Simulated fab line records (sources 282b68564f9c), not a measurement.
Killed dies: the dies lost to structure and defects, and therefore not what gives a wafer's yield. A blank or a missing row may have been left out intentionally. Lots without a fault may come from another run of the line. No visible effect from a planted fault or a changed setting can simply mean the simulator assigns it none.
fab line records | flow rit-cmos
record: lots: 6 | wafers: 18 | last-day: 7
route steps=202 shown NWELL@34 PWELL@39 M1@202
lots untouched by any fault: they come from a run of this same line in which no faults occurred
start-h: start of the lot's first displayed wafer, in hours after the record's first day | wait-h: hours since the lot's step before | " repeats the value in the row above | L1.1+2: a single row standing in for several wafers | - value missing, or start not given | * or withheld: withheld | < > ~ a bound
route shown NAME@n: NAME is a module with steps in the file, n the number in the route of the first one | usual: mean and standard deviation over wafers with no fault | same: alike in all rows | chamber/n: place in a boat | sites: each site's reading | _std_site: how widely they spread, as a standard deviation | _edge_site: inner sites' mean taken away from outer sites' mean | radius-mm: how far each site lies from the wafer's centre | mask NAME#n: copy n | behind: the most recent tool/chamber to have shaped the wafer | hold: what put the lot on hold/how long, in hours/how the hold closed | device: transistor that didn't switch, given as n, p or np | end of line: the route-end tests of the same wafers | a step with no rows: only its recipe | killed: count of dies lost to structure and defects at first sort (not the wafer's yield) | map: per-die view of a wafer (x killed, . not killed, _ where there is no die)
set.NAME: the setting as run; set.NAME@STEP: as run at that earlier step | model.NAME: the simulator's own value behind a step, which no gauge read
lots seen at some steps along the route; tables by step, rows by wafer
services: a tool's chamber out of use, with start hour (start-h, from the record's first day; less than 0 if before it), hours out, and reason
== steps ==
step: RIT_NWELL_OVL_MEAS_06
usual: NWELL_OVL: 0.7/1.3
lot.wafer | tool       | chamber | start-h | wait-h | NWELL_OVL[nm]
L803.1    | overlay-01 | -       | 57.73   | -      | 0.8
L803.3    | "          | -       | "       | "      | 1.0
L803.4    | "          | -       | "       | "      | 1.1
L808.4    | overlay-01 | -       | 81.57   | -      | 1.0
L808.5    | "          | -       | "       | "      | 1.7
L808.6    | "          | -       | "       | "      | 2.3
L811.2    | overlay-01 | -       | 96.25   | -      | 0.3
L811.3    | "          | -       | "       | "      | -2.4
L811.4    | "          | -       | "       | "      | -0.3
L812.2    | overlay-01 | -       | 110.11  | -      | 0.4
L812.4    | "          | -       | "       | "      | 0.1
L812.5    | "          | -       | "       | "      | 0.1
L813.1    | overlay-01 | -       | 111.24  | -      | -0.1
L813.3    | "          | -       | "       | "      | 1.5
L813.6    | "          | -       | "       | "      | -0.4
L816.1    | overlay-01 | -       | 126.86  | -      | 1.2
L816.2    | "          | -       | "       | "      | 1.3
L816.6    | "          | -       | "       | "      | 3.5
step: RIT_NWELL_HARDBAKE_07
recipe: resist: NOVOLAK | temp-c: 140 | time-s: 120
step: RIT_NWELL_IMPLANT_08
recipe: species: P | energy-kev: 170 | dose-cm2: 5e+13 | tilt-deg: 7
step: RIT_NWELL_STRIP_09
recipe: chemistry: O2 | time-s: 180 | resist: NOVOLAK | platen-temp-c: withheld | power-w: 500 | pressure-mtorr: 4000 | o2-flow-sccm: 4000
usual: drypump-motor-current-A: 5.7/0.38 | rf-refl-power-W: 6.9/1
lot.wafer | tool            | chamber | start-h | wait-h | drypump-motor-current-A | rf-hours-counter-h | rf-refl-power-W
L803.1    | plasma-asher-04 | 0       | 58.17   | 0.1    | 5.3                     | 45                 | 7.9
L803.3    | "               | 1       | "       | "      | 5.9                     | -                  | 6.9
L803.4    | "               | 0       | "       | "      | 5.3                     | -                  | 7.9
L808.4    | plasma-asher-04 | 1       | 82.05   | 0.1    | 5.9                     | -                  | 7.1
L808.5    | "               | 1       | "       | "      | 5.9                     | -                  | 6.9
L808.6    | "               | 0       | "       | "      | 5.3                     | -                  | 7.6
L811.2    | plasma-asher-03 | 1       | 96.68   | 0.1    | 5.2                     | 30                 | 5.7
L811.3    | "               | 1       | "       | "      | 5.2                     | -                  | 5.3
L811.4    | "               | 0       | "       | "      | 5.8                     | -                  | 5.0
L812.2    | plasma-asher-03 | 1       | 110.54  | 0.1    | 5.3                     | 32                 | 5.9
L812.4    | "               | 0       | "       | "      | 5.7                     | -                  | 5.0
L812.5    | "               | 0       | "       | "      | 5.7                     | -                  | 4.9
L813.1    | plasma-asher-03 | 0       | 111.67  | 0.1    | 5.7                     | 32                 | 4.6
L813.3    | "               | 0       | "       | "      | 5.7                     | -                  | 5.1
L813.6    | "               | 1       | "       | "      | 5.2                     | -                  | 5.9
L816.1    | plasma-asher-02 | 0       | 127.29  | 0.1    | 6.5                     | 1                  | 8.3
L816.2    | "               | 1       | "       | "      | 5.9                     | 1                  | 6.3
L816.6    | "               | 0       | "       | "      | 6.5                     | -                  | 8.4
step: RIT_NWELL_TW_MEAS_10
usual: NWELL_TW: 2154/16
lot.wafer | tool          | chamber | start-h | wait-h | NWELL_TW
L803.1    | film-metro-02 | -       | 58.34   | 0.1    | 2144
L803.3    | "             | -       | "       | "      | 2144
L803.4    | "             | -       | "       | "      | 2150
L808.4    | film-metro-02 | -       | 82.19   | 0.1    | 2147
L808.5    | "             | -       | "       | "      | 2148
L808.6    | "             | -       | "       | "      | 2138
L811.2    | film-metro-02 | -       | 96.86   | 0.1    | 2142
L811.3    | "             | -       | "       | "      | 2162
L811.4    | "             | -       | "       | "      | 2154
L812.2    | film-metro-03 | -       | 110.73  | 0.1    | 2171
L812.4    | "             | -       | "       | "      | 2183
L812.5    | "             | -       | "       | "      | 2179
L813.1    | film-metro-04 | -       | 111.85  | 0.1    | 2141
L813.3    | "             | -       | "       | "      | 2140
L813.6    | "             | -       | "       | "      | 2128
L816.1    | film-metro-02 | -       | 127.47  | 0.1    | 2141
L816.2    | "             | -       | "       | "      | 2148
L816.6    | "             | -       | "       | "      | 2153
step: RIT_PWELL_HMDS_00
recipe: prime-time-s: 60 | prime-temp-c: 140
step: RIT_PWELL_COAT_01
recipe: resist: NOVOLAK | spin-rpm: 2000 | resist-thk-nm: 1300
step: RIT_PWELL_SOFTBAKE_02
recipe: resist: NOVOLAK | temp-c: 90 | time-s: 60
step: RIT_PWELL_EXPOSE_03
recipe: mask-id: M3 | na: 0.57 | target-cd-nm: 43700 | dose-mj: 250
step: RIT_PWELL_PEB_04
recipe: resist: NOVOLAK | temp-c: withheld | time-s: withheld
step: RIT_PWELL_DEVELOP_05
recipe: resist: NOVOLAK | develop-time-s: 68 | dev-temp-c: 23
step: RIT_PWELL_OVL_MEAS_06
usual: PWELL_OVL: 0.2/1.2
lot.wafer | tool       | chamber | start-h | wait-h | PWELL_OVL[nm]
L803.1    | overlay-02 | -       | 59.41   | -      | -1.1
L803.3    | "          | -       | "       | "      | -0.5
L803.4    | "          | -       | "       | "      | -0.5
L808.4    | overlay-02 | -       | 83.60   | -      | 0.2
L808.5    | "          | -       | "       | "      | -0.8
L808.6    | "          | -       | "       | "      | 0.3
L811.2    | overlay-01 | -       | 97.80   | -      | 0.9
L811.3    | "          | -       | "       | "      | 0.2
L811.4    | "          | -       | "       | "      | 0.6
L812.2    | overlay-01 | -       | 111.82  | -      | 1.2
L812.4    | "          | -       | "       | "      | 2.9
L812.5    | "          | -       | "       | "      | 3.2
L813.1    | overlay-01 | -       | 112.79  | -      | 1.0
L813.3    | "          | -       | "       | "      | 1.2
L813.6    | "          | -       | "       | "      | -0.5
L816.1    | overlay-01 | -       | 128.53  | -      | 0.5
L816.2    | "          | -       | "       | "      | -0.2
L816.6    | "          | -       | "       | "      | -0.2
step: RIT_PWELL_HARDBAKE_07
recipe: resist: NOVOLAK | temp-c: 140 | time-s: 120
usual: exhaust-pa: 45.0/0.9 | heater-power-total-W: 52.03/0.056 | plate-temp-C: 140.01/0.15
lot.wafer | tool           | chamber | start-h | wait-h | exhaust-pa | heater-power-total-W | plate-temp-C
L803.1    | litho-track-04 | 0       | 59.45   | 0.0    | 44.4       | 52.08                | 139.89
L803.3    | "              | 0       | "       | "      | 45.2       | 52.17                | 139.98
L803.4    | "              | 0       | "       | "      | 45.3       | 52.01                | 140.04
L808.4    | litho-track-03 | 0       | 83.74   | 0.1    | 44.4       | 52.08                | 140.35
L808.5    | "              | 0       | "       | "      | 46.8       | 51.98                | 140.17
L808.6    | "              | 0       | "       | "      | 45.2       | 52.06                | 140.01
L811.2    | litho-track-03 | 0       | 97.87   | 0.1    | 45.0       | 50.74                | 137.54
L811.3    | "              | 0       | "       | "      | 44.9       | 50.76                | 137.32
L811.4    | "              | 0       | "       | "      | 45.5       | 50.76                | 137.33
L812.2    | litho-track-03 | 0       | 111.89  | 0.1    | 44.9       | 50.80                | 137.74
L812.4    | "              | 0       | "       | "      | 45.6       | 50.81                | 137.36
L812.5    | "              | 0       | "       | "      | 45.4       | 50.84                | 137.68
L813.1    | litho-track-04 | 0       | 112.82  | 0.0    | 45.5       | 52.05                | 139.87
L813.3    | "              | 0       | "       | "      | 46.5       | 52.07                | 140.02
L813.6    | "              | 0       | "       | "      | 46.6       | 52.00                | 139.65
L816.1    | litho-track-01 | 0       | 128.57  | 0.0    | 45.4       | 52.03                | 140.21
L816.2    | "              | 0       | "       | "      | 45.1       | 51.99                | 140.21
L816.6    | "              | 0       | "       | "      | 45.9       | 52.03                | 140.13
step: RIT_PWELL_IMPLANT_08
recipe: species: B | energy-kev: 170 | dose-cm2: 7e+13 | tilt-deg: 7
step: RIT_M1_PROBE_99
usual: killed-at-front-end: 7/3.1 | killed-dies: 7/3.2 | killed-on-rim: 1.8/1.4 | killed-open: 3.8/2.1 | killed-short: 3.6/2
same: gross-dies: 264 | killed_at_M0_to_M3: 0 | killed_at_M4_up: 0 | killed-at-back-side: 0 | killed-at-contacts: 0 | killed-at-other: 0
lot.wafer | tool      | chamber | start-h | wait-h | killed-at-front-end | killed-dies | killed-on-rim | killed-open | killed-short
L803.1    | prober-02 | -       | 97.01   | 0.1    | 7                   | 7           | 1             | 4           | 3
L803.3    | prober-02 | -       | 97.11   | 0.2    | 12                  | 12          | 2             | 6           | 6
L803.4    | prober-02 | -       | 97.16   | 0.2    | 8                   | 8           | 2             | 3           | 5
L808.4    | prober-01 | -       | 124.34  | 0.2    | 10                  | 10          | 1             | 2           | 8
L808.5    | prober-01 | -       | 124.39  | 0.2    | 12                  | 12          | 0             | 6           | 6
L808.6    | prober-01 | -       | 124.44  | 0.2    | 7                   | 7           | 1             | 4           | 3
L811.2    | prober-01 | -       | 140.09  | 0.1    | 5                   | 5           | 1             | 2           | 3
L811.3    | prober-01 | -       | 140.14  | 0.2    | 15                  | 15          | 1             | 8           | 7
L811.4    | prober-01 | -       | 140.19  | 0.2    | 10                  | 10          | 3             | 8           | 2
L813.1    | prober-01 | -       | 155.08  | 0.1    | 10                  | 10          | 4             | 4           | 6
L813.3    | prober-01 | -       | 155.18  | 0.2    | 4                   | 4           | 1             | 2           | 2
L813.6    | prober-01 | -       | 155.33  | 0.2    | 8                   | 8           | 1             | 2           | 6
L812.2    | prober-02 | -       | 157.47  | 0.1    | 2                   | 2           | 0             | 0           | 2
L812.4    | prober-02 | -       | 157.57  | 0.2    | 8                   | 8           | 2             | 6           | 2
L812.5    | prober-02 | -       | 157.62  | 0.2    | 2                   | 2           | 0             | 1           | 1
L816.1    | prober-01 | -       | 174.50  | 0.1    | 8                   | 8           | 3             | 6           | 2
L816.2    | prober-01 | -       | 174.55  | 0.1    | 8                   | 8           | 3             | 5           | 3
L816.6    | prober-01 | -       | 174.75  | 0.2    | 8                   | 8           | 0             | 3           | 5
killed by level:class
L803.1 FOX1:geometric-particle:short=2 FOX1:geometric-particle:open=1 FOX2:geometric-particle:open=1 GATE:geometric-particle:open=1 REOX:geometric-particle:open=1 REOX:geometric-particle:short=1
L803.3 FOX1:geometric-particle:open=2 SPACER:geometric-particle:open=2 SPACER:geometric-particle:short=2 FOX1:geometric-particle:short=1 GATE:geometric-particle:short=1 REOX:geometric-particle:open=1 REOX:geometric-particle:short=1 SILICIDE:geometric-particle:short=1
L803.4 GATE:geometric-particle:short=4 REOX:geometric-particle:open=2 GATE:geometric-particle:open=1 SPACER:geometric-particle:short=1
L808.4 FOX1:geometric-particle:short=2 FOX2:geometric-particle:short=2 GATE:geometric-particle:short=2 SPACER:geometric-particle:short=2 GATE:geometric-particle:open=1 SPACER:geometric-particle:open=1
L808.5 GATE:geometric-particle:open=5 SPACER:geometric-particle:short=3 GATE:geometric-particle:short=2 FOX1:geometric-particle:open=1 FOX1:geometric-particle:short=1
L808.6 REOX:geometric-particle:short=2 ACTIVE:geometric-particle:open=1 GATE:geometric-particle:open=1 GATE:geometric-particle:short=1 SPACER:geometric-particle:open=1 SILICIDE:geometric-particle:open=1
L811.2 FOX1:geometric-particle:open=1 GATE:geometric-particle:short=1 GATE:geometric-particle:open=1 REOX:geometric-particle:short=1 SILICIDE:geometric-particle:short=1
L811.3 GATE:geometric-particle:open=4 FOX1:geometric-particle:open=2 FOX2:geometric-particle:short=2 SPACER:geometric-particle:short=2 FOX1:geometric-particle:short=1 SILICIDE:geometric-particle:open=1 GATE:geometric-particle:short=1 SPACER:geometric-particle:open=1
L811.4 GATE:geometric-particle:open=6 GATE:geometric-particle:short=2 FOX2:geometric-particle:open=1 REOX:geometric-particle:open=1
L813.1 GATE:geometric-particle:open=3 GATE:geometric-particle:short=2 SILICIDE:geometric-particle:short=2 FOX1:geometric-particle:short=1 REOX:geometric-particle:short=1 SILICIDE:geometric-particle:open=1
L813.3 SILICIDE:geometric-particle:short=2 FOX1:geometric-particle:open=1 SPACER:geometric-particle:open=1
L813.6 REOX:geometric-particle:short=3 GATE:geometric-particle:short=1 GATE:geometric-particle:open=1 REOX:geometric-particle:open=1 SPACER:geometric-particle:short=1 SILICIDE:geometric-particle:short=1
L812.2 FOX1:geometric-particle:short=1 GATE:geometric-particle:short=1
L812.4 REOX:geometric-particle:open=2 FOX2:geometric-particle:open=1 GATE:geometric-particle:short=1 GATE:geometric-particle:open=1 REOX:geometric-particle:short=1 SPACER:geometric-particle:open=1 SILICIDE:geometric-particle:open=1
L812.5 FOX2:geometric-particle:open=1 REOX:geometric-particle:short=1
L816.1 FOX1:geometric-particle:open=3 GATE:geometric-particle:open=2 FOX1:geometric-particle:short=1 GATE:geometric-particle:short=1 SILICIDE:geometric-particle:open=1
L816.2 GATE:geometric-particle:open=3 REOX:geometric-particle:short=2 SILICIDE:geometric-particle:open=2 GATE:geometric-particle:short=1
L816.6 GATE:geometric-particle:open=2 SPACER:geometric-particle:short=2 FOX1:geometric-particle:short=1 FOX2:geometric-particle:short=1 SPACER:geometric-particle:open=1 SILICIDE:geometric-particle:short=1
== services ==
tool            | chamber | start-h | hours | kind
plasma-asher-03 | -       | 54.35   | 4.3   | repair
plasma-asher-02 | -       | 108.75  | 9.0   | pm
plasma-asher-02 | 0       | 108.75  | 9.0   | vent-cycle
plasma-asher-02 | 1       | 108.75  | 9.0   | vent-cycle
plasma-asher-02 | 0       | 117.75  | -     | clean
plasma-asher-02 | 1       | 117.75  | -     | clean
== key ==
first-sign: step: RIT_PWELL_HARDBAKE_07 | reading: heater-power-total-W | direction: down | sigmas: 22 | usual: 52.03 | struck: 50.78
effect: step: RIT_PWELL_HARDBAKE_07 | reading: plate-temp-C | direction: down | sigmas: 17 | usual: * | struck: *
met-at RIT_PWELL_HARDBAKE_07
struck-wafers L811.2,L811.3,L811.4,L812.2,L812.4,L812.5
tester-left-out L811,L812
onset-between 83.74 97.87
fault: kind: process-parameter-drift | tool: litho-track-03 | chamber: - | onset-h: 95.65 | steps: RIT_PWELL_HARDBAKE_07 | channel: temp-c | offset: * | shape: step | end-h: 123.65 | acts-in: * | stated: *
tester-left-out: of these lots the tester's yield and bins aren't shown, on N5 and GAA mostly nor the transistor test; their killed dies are dies lost to structure and defects alone, not to doping, threshold or leakage, so they don't give the yield
